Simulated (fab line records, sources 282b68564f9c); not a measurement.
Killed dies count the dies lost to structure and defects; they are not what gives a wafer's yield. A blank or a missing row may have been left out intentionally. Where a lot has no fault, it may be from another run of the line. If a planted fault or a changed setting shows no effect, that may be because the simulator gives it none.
Shared-tool check / flow rit cmos / 15 lots and 45 wafers in the sample

REASON IT WAS OPENED
RIT_GATE_OVL_MEAS_17, reading GATE_OVL: flagged on 3 of 15 lots. No-fault wafers: -0.4 nm, standard deviation 1.2.
Rule: a lot is flagged when every wafer of it that has a number lies more than 4 standard deviations from that mean, or none has a number. The other lots count as sound.

lot=L975; measured=day 2 12:22; on=overlay-01; GATE_OVL (nm), wafer by wafer=0.0 0.5 -0.5; flag=
lot=L976; measured=day 2 18:31; on=overlay-01; GATE_OVL (nm), wafer by wafer=-0.6 0.5 -0.9; flag=
lot=L977; measured=day 3 02:04; on=overlay-02; GATE_OVL (nm), wafer by wafer=-1.8 -0.9 -0.1; flag=
lot=L978; measured=day 3 04:40; on=overlay-02; GATE_OVL (nm), wafer by wafer=-2.2 -1.3 -1.2; flag=
lot=L979; measured=day 3 09:36; on=overlay-01; GATE_OVL (nm), wafer by wafer=0.2 -1.1 -1.9; flag=
lot=L980; measured=day 3 13:49; on=overlay-01; GATE_OVL (nm), wafer by wafer=1.1 0.4 2.5; flag=
lot=L981; measured=day 3 19:03; on=overlay-02; GATE_OVL (nm), wafer by wafer=0.1 1.1 -0.9; flag=
lot=L982; measured=day 3 22:54; on=overlay-02; GATE_OVL (nm), wafer by wafer=-0.2 -1.7 -3.5; flag=
lot=L986; measured=day 4 19:20; on=overlay-01; GATE_OVL (nm), wafer by wafer=128.9 128.2 128.4; flag=FLAGGED
lot=L987; measured=day 4 23:48; on=overlay-01; GATE_OVL (nm), wafer by wafer=129.1 131.2 131.2; flag=FLAGGED
lot=L988; measured=day 5 07:13; on=overlay-01; GATE_OVL (nm), wafer by wafer=-1.0 -1.6 0.9; flag=
lot=L990; measured=day 5 15:05; on=overlay-02; GATE_OVL (nm), wafer by wafer=-2.1 0.8 0.0; flag=
lot=L992; measured=day 6 03:17; on=overlay-01; GATE_OVL (nm), wafer by wafer=131.6 131.2 131.4; flag=FLAGGED
lot=L993; measured=day 6 07:15; on=overlay-01; GATE_OVL (nm), wafer by wafer=-0.4 -2.3 -1.3; flag=
lot=L995; measured=day 6 18:46; on=overlay-02; GATE_OVL (nm), wafer by wafer=-1.1 -1.7 -1.9; flag=
Averaged over the flagged lots the numbers come to 130.1 nm, +130.5 nm from the usual (+99 or more standard deviations).

LOT BY LOT: THE TOOL USED
The record keeps 1 process step preceding the reading, out of 202 steps on the route. Read each cell as the tool, then ch plus the chambers that the sampled wafers visited, then the start.
lot=L975; flag=; RIT_GATE_EXPOSE_13=iline stepper-01 ch 0, day 2 11:51
lot=L976; flag=; RIT_GATE_EXPOSE_13=iline stepper-01 ch 0, day 2 18:00
lot=L977; flag=; RIT_GATE_EXPOSE_13=iline stepper-01 ch 0, day 3 01:34
lot=L978; flag=; RIT_GATE_EXPOSE_13=iline stepper-01 ch 0, day 3 04:11
lot=L979; flag=; RIT_GATE_EXPOSE_13=iline stepper-02 ch 0, day 3 09:07
lot=L980; flag=; RIT_GATE_EXPOSE_13=iline stepper-02 ch 0, day 3 13:13
lot=L981; flag=; RIT_GATE_EXPOSE_13=iline stepper-02 ch 0, day 3 18:33
lot=L982; flag=; RIT_GATE_EXPOSE_13=iline stepper-01 ch 0, day 3 22:24
lot=L986; flag=FLAGGED; RIT_GATE_EXPOSE_13=iline stepper-01 ch 0, day 4 18:50
lot=L987; flag=FLAGGED; RIT_GATE_EXPOSE_13=iline stepper-01 ch 0, day 4 23:17
lot=L988; flag=; RIT_GATE_EXPOSE_13=iline stepper-02 ch 0, day 5 06:43
lot=L990; flag=; RIT_GATE_EXPOSE_13=iline stepper-02 ch 0, day 5 14:34
lot=L992; flag=FLAGGED; RIT_GATE_EXPOSE_13=iline stepper-01 ch 0, day 6 02:46
lot=L993; flag=; RIT_GATE_EXPOSE_13=iline stepper-02 ch 0, day 6 06:44
lot=L995; flag=; RIT_GATE_EXPOSE_13=iline stepper-02 ch 0, day 6 18:15
These steps, and what they do:
- RIT_GATE_EXPOSE_13: exposes mask M6, target cd 150 nm.
- RIT_GATE_OVL_MEAS_17

FLAGGED AGAINST TOTAL, ONE TOOL AT A TIME (gauges that did the reading follow at the end)
step=RIT_GATE_EXPOSE_13; tool=iline stepper-01; lots run=8; flagged=3; share of the flagged lots=all; sound lots run after its first flagged lot=0
step=RIT_GATE_EXPOSE_13; tool=iline stepper-02; lots run=7; flagged=0; share of the flagged lots=none; sound lots run after its first flagged lot=-
step=RIT_GATE_OVL_MEAS_17; tool=overlay-01; lots run=9; flagged=3; share of the flagged lots=all; sound lots run after its first flagged lot=2 (L988,L993)
step=RIT_GATE_OVL_MEAS_17; tool=overlay-02; lots run=6; flagged=0; share of the flagged lots=none; sound lots run after its first flagged lot=-

WHAT IS ALLOWED BY THE TABLE
In 2 table rows, all flagged lots were run: iline stepper-01 (RIT_GATE_EXPOSE_13), overlay-01 (RIT_GATE_OVL_MEAS_17).
- iline stepper-01 at RIT_GATE_EXPOSE_13 ran 8 lots, 3 of them flagged. It ran its last sound lot, L982, at day 3 22:24 and its first flagged lot, L986, at day 4 18:50: a fault with its onset between the two fits.
- overlay-01 at RIT_GATE_OVL_MEAS_17 ran 9 lots, 3 of them flagged. After the first flagged lot (L988, L993), sound lots still ran on it; a lasting fault on the whole tool would not permit that.
Left over: one tool, iline stepper-01 at RIT_GATE_EXPOSE_13.

WHAT THE SIMULATOR PUT IN
Scanner matching overlay: iline stepper-01, from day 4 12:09 on, at RIT_GATE_EXPOSE_13. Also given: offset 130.
Shown lots that were struck: L986, L987, L992. This agrees with what the rule above found.
